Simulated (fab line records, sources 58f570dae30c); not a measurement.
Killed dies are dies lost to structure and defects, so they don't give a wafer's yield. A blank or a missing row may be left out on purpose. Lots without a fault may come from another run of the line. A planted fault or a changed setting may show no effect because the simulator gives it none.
Which tool did it? | flow berkeley_cmos170 | 14 lots, 42 wafers sampled, at 5 steps of a route of 331

WHAT THE GAUGES READ, wafer by wafer
UCB170_NLDD_TW_MEAS_11. Usual: NLDD_TW 2224, standard deviation 14.
lot  | measured     | on            | NLDD_TW        | flag
L589 | day 6 17:11  | film_metro-04 | 2222 2225 2230 |
L592 | day 7 02:32  | film_metro-02 | 2235 2241 2232 |
L590 | day 7 03:01  | film_metro-03 | 2199 2210 2219 |
L594 | day 7 09:53  | film_metro-04 | 2216 2218 2201 |
L598 | day 7 16:35  | film_metro-03 | 2210 2218 2203 |
L596 | day 7 17:23  | film_metro-02 | 2231 2234 2239 |
L597 | day 7 17:37  | film_metro-03 | 2218 2199 2227 |
L595 | day 7 17:44  | film_metro-02 | 2239 2230 2231 |
L600 | day 8 17:11  | film_metro-02 | 2209 2219 2214 |
L601 | day 8 21:05  | film_metro-02 | 2239 2233 2233 |
L602 | day 8 21:40  | film_metro-02 | 2222 2231 2216 |
L603 | day 9 17:49  | film_metro-02 | 2223 2227 2233 |
L611 | day 11 06:47 | film_metro-02 | 2260 2246 2255 |
L612 | day 11 09:55 | film_metro-02 | 2245 2256 2248 |

UCB170_M1_CD_MEAS_90: target cd 700 nm. Usual: cd_nm 700.2 nm, standard deviation 2.1.
lot  | measured     | on        | cd_nm (nm)        | flag
L589 | day 7 10:58  | cd_sem-01 | 698.5 700.1 700.1 |
L592 | day 8 00:43  | cd_sem-01 | 700.5 698.3 696.1 |
L590 | day 8 02:40  | cd_sem-01 | 699.0 697.6 702.0 |
L594 | day 8 06:46  | cd_sem-02 | 699.7 701.4 699.8 |
L598 | day 8 14:23  | cd_sem-01 | 701.6 702.5 703.4 |
L596 | day 8 14:53  | cd_sem-02 | 702.5 701.0 701.9 |
L597 | day 8 15:36  | cd_sem-02 | 699.1 699.8 702.2 |
L595 | day 8 13:30  | cd_sem-02 | 698.9 701.6 700.5 |
L600 | day 9 09:38  | cd_sem-02 | 701.7 699.8 702.1 |
L601 | day 9 20:10  | cd_sem-02 | 698.5 699.8 700.0 |
L602 | day 9 21:34  | cd_sem-02 | - - -             | OFF
L603 | day 10 13:18 | cd_sem-01 | - - -             | OFF
L611 | day 11 23:30 | cd_sem-02 | 700.6 702.7 700.4 |
L612 | day 12 06:52 | cd_sem-01 | 705.1 702.1 702.7 |

WHICH TOOL RAN EACH LOT (tool, then ch and the chambers of the sampled wafers, then the start)
lot  | UCB170_NLDD_STRIP_10                 | UCB170_M1_METAL_ETCH_12           | UCB170_M1_STRIP_13
L589 | plasma_asher-02 ch 0,1, day 6 17:05  | rie_metal-04 ch 0,1, day 7 10:44  | plasma_asher-04 ch 0,1, day 7 10:52
L592 | plasma_asher-03 ch 0,1, day 7 02:26  | rie_metal-02 ch 0,1, day 8 00:29  | plasma_asher-03 ch 0,1, day 8 00:36
L590 | plasma_asher-01 ch 0,1, day 7 02:55  | rie_metal-04 ch 0,1, day 8 02:26  | plasma_asher-03 ch 0,1, day 8 02:34
L594 | plasma_asher-01 ch 0,1, day 7 09:47  | rie_metal-03 ch 0,1, day 8 06:32  | plasma_asher-03 ch 0,1, day 8 06:40
L598 | plasma_asher-01 ch 0,1, day 7 16:29  | rie_metal-02 ch 0,1, day 8 14:08  | plasma_asher-03 ch 0,1, day 8 14:16
L596 | plasma_asher-03 ch 0,1, day 7 17:17  | rie_metal-03 ch 1, day 8 14:34    | plasma_asher-02 ch 0,1, day 8 14:43
L597 | plasma_asher-02 ch 0,1, day 7 17:31  | rie_metal-02 ch 0,1, day 8 15:22  | plasma_asher-02 ch 0,1, day 8 15:30
L595 | plasma_asher-03 ch 0,1, day 7 17:38  | rie_metal-04 ch 0,1, day 8 13:16  | plasma_asher-04 ch 0,1, day 8 13:24
L600 | plasma_asher-01 ch 0,1, day 8 17:06  | rie_metal-02 ch 0,1, day 9 09:23  | plasma_asher-02 ch 0,1, day 9 09:31
L601 | plasma_asher-02 ch 0,1, day 8 20:59  | rie_metal-04 ch 0,1, day 9 19:56  | plasma_asher-03 ch 0,1, day 9 20:04
L602 | plasma_asher-03 ch 0,1, day 8 21:34  | rie_metal-03 ch 0,1, day 9 21:20  | plasma_asher-03 ch 0,1, day 9 21:28
L603 | plasma_asher-02 ch 0,1, day 9 17:42  | rie_metal-04 ch 0,1, day 10 13:02 | plasma_asher-02 ch 0,1, day 10 13:10
L611 | plasma_asher-03 ch 0,1, day 11 06:41 | rie_metal-04 ch 0,1, day 11 23:16 | plasma_asher-02 ch 0,1, day 11 23:24
L612 | plasma_asher-01 ch 0,1, day 11 09:49 | rie_metal-02 ch 0,1, day 12 06:38 | plasma_asher-04 ch 0,1, day 12 06:46
- UCB170_NLDD_STRIP_10: strips in O2.
- UCB170_M1_METAL_ETCH_12: etches Al in Cl2/BCl3, stops on PSG, target depth 780 nm, time 130 s.
- UCB170_M1_STRIP_13: strips in O2.

WHAT THE TOOLS THEMSELVES READ (means of the sampled wafers that have a number; where no wafer has one, the mark that the record gives instead)
UCB170_NLDD_STRIP_10. Usual: drypump_motor_current_A 5.69 A, standard deviation 0.28; oes_product_au 0.735 a.u., standard deviation 0.0045; strip_time_to_endpoint_s 21.65 s, standard deviation 0.055.
lot  | tool            | drypump_motor_current_A (A) | oes_product_au (a.u.) | strip_time_to_endpoint_s (s) | flag
L589 | plasma_asher-02 | 5.56                        | 0.735                 | 21.67                        |
L592 | plasma_asher-03 | 6.03                        | 0.733                 | 21.58                        |
L590 | plasma_asher-01 | 5.47                        | 0.738                 | 21.60                        |
L594 | plasma_asher-01 | 5.45                        | 0.738                 | 21.68                        |
L598 | plasma_asher-01 | 5.47                        | 0.733                 | 21.58                        |
L596 | plasma_asher-03 | 5.86                        | 0.735                 | 21.67                        |
L597 | plasma_asher-02 | 5.56                        | 0.737                 | 21.60                        |
L595 | plasma_asher-03 | 6.03                        | 0.736                 | 21.68                        |
L600 | plasma_asher-01 | 5.45                        | 0.737                 | 21.60                        |
L601 | plasma_asher-02 | 5.57                        | 0.733                 | 21.67                        |
L602 | plasma_asher-03 | 6.04                        | 0.735                 | 21.68                        |
L603 | plasma_asher-02 | 5.55                        | 0.739                 | 21.62                        |
L611 | plasma_asher-03 | 6.04                        | 0.734                 | 21.67                        |
L612 | plasma_asher-01 | 5.45                        | 0.731                 | 21.56                        |

UCB170_M1_METAL_ETCH_12. Usual: bcl3_flow_sccm 44.99 sccm, standard deviation 0.13; bias_w 120.0 W, standard deviation 0.35; drypump_motor_current_A 5.5 A, standard deviation 0.52; oes_product_au 0.856 a.u., standard deviation 0.0063; throttle_valve_pct 24.20 %, standard deviation 0.21.
lot  | tool         | bcl3_flow_sccm (sccm) | bias_w (W) | drypump_motor_current_A (A) | oes_product_au (a.u.) | throttle_valve_pct (%) | flag
L589 | rie_metal-04 | 44.86                 | 119.7      | 5.3                         | 0.850                 | 24.19                  |
L592 | rie_metal-02 | 45.05                 | 120.1      | 5.9                         | 0.852                 | 24.09                  |
L590 | rie_metal-04 | 45.01                 | 119.6      | 5.3                         | 0.856                 | 24.18                  |
L594 | rie_metal-03 | 44.98                 | 119.2      | 5.3                         | 0.850                 | 24.22                  |
L598 | rie_metal-02 | 45.00                 | 120.1      | 5.9                         | 0.854                 | 24.09                  |
L596 | rie_metal-03 | 45.24                 | 120.1      | 5.6                         | 0.861                 | 24.50                  |
L597 | rie_metal-02 | 45.01                 | 120.1      | 5.9                         | 0.856                 | 24.10                  |
L595 | rie_metal-04 | 44.74                 | 119.6      | 5.5                         | 0.857                 | 24.35                  |
L600 | rie_metal-02 | 44.96                 | 120.1      | 5.9                         | 0.861                 | 24.10                  |
L601 | rie_metal-04 | 44.92                 | 120.3      | 5.3                         | 0.863                 | 24.18                  |
L602 | rie_metal-03 | -                     | -          | -                           | -                     | -                      | OFF
L603 | rie_metal-04 | -                     | -          | -                           | -                     | -                      | OFF
L611 | rie_metal-04 | 45.17                 | 120.2      | 5.5                         | 0.857                 | 24.36                  |
L612 | rie_metal-02 | 44.96                 | 120.3      | 5.4                         | 0.856                 | 24.11                  |

UCB170_M1_STRIP_13. Usual: drypump_motor_current_A 5.69 A, standard deviation 0.29; oes_product_au 0.720 a.u., standard deviation 0.0046.
lot  | tool            | drypump_motor_current_A (A) | oes_product_au (a.u.) | flag
L589 | plasma_asher-04 | 5.50                        | 0.721                 |
L592 | plasma_asher-03 | 5.86                        | 0.719                 |
L590 | plasma_asher-03 | 5.86                        | 0.718                 |
L594 | plasma_asher-03 | 6.04                        | 0.722                 |
L598 | plasma_asher-03 | 5.85                        | 0.718                 |
L596 | plasma_asher-02 | 5.51                        | 0.719                 |
L597 | plasma_asher-02 | 5.52                        | 0.723                 |
L595 | plasma_asher-04 | 5.43                        | 0.721                 |
L600 | plasma_asher-02 | 5.50                        | 0.717                 |
L601 | plasma_asher-03 | 6.04                        | 0.717                 |
L602 | plasma_asher-03 | 5.87                        | 0.727                 |
L603 | plasma_asher-02 | 5.52                        | 0.725                 |
L611 | plasma_asher-02 | 5.57                        | 0.722                 |
L612 | plasma_asher-04 | 5.44                        | 0.726                 |

THE ANSWER, worked out from the rows above alone
Rule: a lot is off if the mean of its wafers that have a number lies more than 3 standard deviations from the usual mean. A lot without any number at a reading at which 4 lots or more have one is off too. The other lots that the step has rows for count as sound. The gauges are gone through in route order, then the tools' own readings, and for those a lot's mean is taken as printed above. The first step at which some lot is off is used, and at that step the reading that is off furthest; a lot without a number counts as furthest.
Off: L602, L603, at UCB170_M1_CD_MEAS_90 (cd_nm). Without a number there: L602, L603.
A tool fits if, at a process step before that reading, it ran every lot that is off, and no sound lot after the first of them. The gauges at UCB170_M1_CD_MEAS_90 aren't tried: what is off there is off at UCB170_M1_METAL_ETCH_12 too, on other tools, and a gauge's error can't cause that. None of those tried fits.

WHAT THE SIMULATOR HAD PUT IN
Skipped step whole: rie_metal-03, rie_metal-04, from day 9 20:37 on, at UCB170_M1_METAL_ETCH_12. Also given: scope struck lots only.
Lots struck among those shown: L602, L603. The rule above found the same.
